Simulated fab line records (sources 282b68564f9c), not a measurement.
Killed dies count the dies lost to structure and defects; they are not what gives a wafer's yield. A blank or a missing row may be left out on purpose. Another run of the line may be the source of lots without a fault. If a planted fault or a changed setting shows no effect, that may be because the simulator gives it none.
Split-lot experiment | flow rit cmos | 23 wafers read from 5 lots, route of 202 steps

THE SPLIT ITSELF
At RIT_PLDD_COAT_01 (resist thk 1000 nm), the setting resist thk nm was moved away from the recipe's 1000 nm on 5 of the 23 wafers read, by -5.5% to +3.9%. All remaining wafers had this setting at the recipe value.

FROM THE SPLIT TO THE READING: what the file shows between them, 3 steps
- RIT_PLDD_SOFTBAKE_02: time 60 s
- RIT_PLDD_EXPOSE_03: exposes mask M8, target cd 40900 nm
- RIT_PLDD_DEVELOP_05: develop time 50 s

THE READING
NOVOLAK_of_PLDD_COAT_01.thk nm (the simulator's own value, which no gauge read), in nm, at RIT_PLDD_HARDBAKE_07 (time 60 s). The file gives no usual value for it. Average 885.6 nm, standard deviation 3.7 nm, over the 18 wafers here run with the recipe.

wafer  | tool, chamber at the split | resist thk nm as run, nm | against the recipe | NOVOLAK_of_PLDD_COAT_01.thk nm, nm | against lot-mates on the recipe
L078.1 | litho track-04, 0          | 1000                     | recipe             | 887.5                              | -
L078.2 | litho track-04, 0          | 1000                     | recipe             | 886.9                              | -
L078.3 | litho track-04, 0          | 1000                     | recipe             | 886.8                              | -
L078.5 | litho track-04, 0          | 945.4                    | -5.5%              | 837.5                              | -49.6
L078.6 | litho track-04, 0          | 945.4                    | -5.5%              | 840.5                              | -46.6
L079.1 | litho track-04, 0          | 1000                     | recipe             | 889.6                              | -
L079.2 | litho track-04, 0          | 1000                     | recipe             | 890.4                              | -
L079.3 | litho track-04, 0          | 1000                     | recipe             | 890.7                              | -
L079.5 | litho track-04, 0          | 1000                     | recipe             | 889.8                              | -
L079.6 | litho track-04, 0          | 1000                     | recipe             | 887.2                              | -
L080.2 | litho track-04, 0          | 1000                     | recipe             | 883.7                              | -
L080.4 | litho track-04, 0          | 1000                     | recipe             | 885.6                              | -
L080.6 | litho track-04, 0          | 1000                     | recipe             | 885.6                              | -
L081.2 | litho track-03, 0          | 1039                     | +3.9%              | 920.3                              | +32.9
L081.3 | litho track-03, 0          | 1039                     | +3.9%              | 921.8                              | +34.4
L081.4 | litho track-03, 0          | 1000                     | recipe             | 888.5                              | -
L081.5 | litho track-03, 0          | 1000                     | recipe             | 886.3                              | -
L081.6 | litho track-03, 0          | 1039                     | +3.9%              | 921.5                              | +34.1
L085.1 | litho track-02, 0          | 1000                     | recipe             | 878.7                              | -
L085.2 | litho track-02, 0          | 1000                     | recipe             | 879.8                              | -
L085.3 | litho track-02, 0          | 1000                     | recipe             | 883.1                              | -
L085.4 | litho track-02, 0          | 1000                     | recipe             | 879.5                              | -
L085.5 | litho track-02, 0          | 1000                     | recipe             | 881.3                              | -

THE FIT
A straight line over all 23 wafers: NOVOLAK_of_PLDD_COAT_01.thk nm changes by +8.79 nm for each +1% of resist thk nm; r = +0.98; the points scatter about the line by 3.5 nm.
The same after taking each lot's own level away (the mean of its wafers on the recipe; 23 wafers): +8.74 nm for each +1%; r = +1.00; scatter 1.2 nm.
Per that fit: largest resist thk nm move, reading shift of 48 nm.
The span of the lots' own levels, 880.48 to 889.54 nm, comes to 2.4 times the standard deviation stated above.
So the lot-to-lot level changes the slope little: the two slopes agree.
Check: -46.9 nm against its lot-mates is what the line predicts for one of the wafers moved furthest among these (-5.5%) when that wafer is left out of the fit. It came out at -49.6 nm against them.

ADDITIONAL SPLITS CARRIED BY THESE WAFERS
Other splits were also applied to these wafers ahead of the reading. Each is held against what the fit with the lots' levels taken away leaves over:
other split on the same wafers     | wafers away from the commonest value | r with NOVOLAK_of_PLDD_COAT_01.thk nm (lot level and that fit taken away)
RIT_ACTIVE_OXIDATION_01 temp c     | 5                                    | -0.03
RIT_ACTIVE_SOFTBAKE_07 temp c      | 10                                   | -0.12
RIT_PWELL_COAT_01 spin rpm         | 6                                    | +0.02
RIT_PWELL_IMPLANT_08 energy kev    | 8                                    | +0.03
RIT_NRETRO_IMPLANT_08 energy kev   | 8                                    | -0.19
RIT_PRETRO_IMPLANT_08 dose cm2     | 8                                    | +0.48
RIT_GATE_COAT_11 resist thk nm     | 9                                    | -0.10
RIT_GATE_DEVELOP_15 develop time s | 4                                    | -0.11

THE WHOLE CHAIN: every reading that the file lists as answering this split, in the file's order
step                 | what it does       | reading                                                                         | change (the file's fit)              | r (the file's)
RIT_PLDD_COAT_01     | resist thk 1000 nm | NOVOLAK_of_PLDD_COAT_01.thk nm (the simulator's own value, which no gauge read) | +10 nm for each +1% of the setting   | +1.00
RIT_PLDD_HARDBAKE_07 | time 60 s          | NOVOLAK_of_PLDD_COAT_01.thk nm (the simulator's own value, which no gauge read) | +8.76 nm for each +1% of the setting | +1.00

FILE'S OWN FIT
NOVOLAK_of_PLDD_COAT_01.thk nm changes by +8.76 nm for each +1% of resist thk nm, r = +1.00.
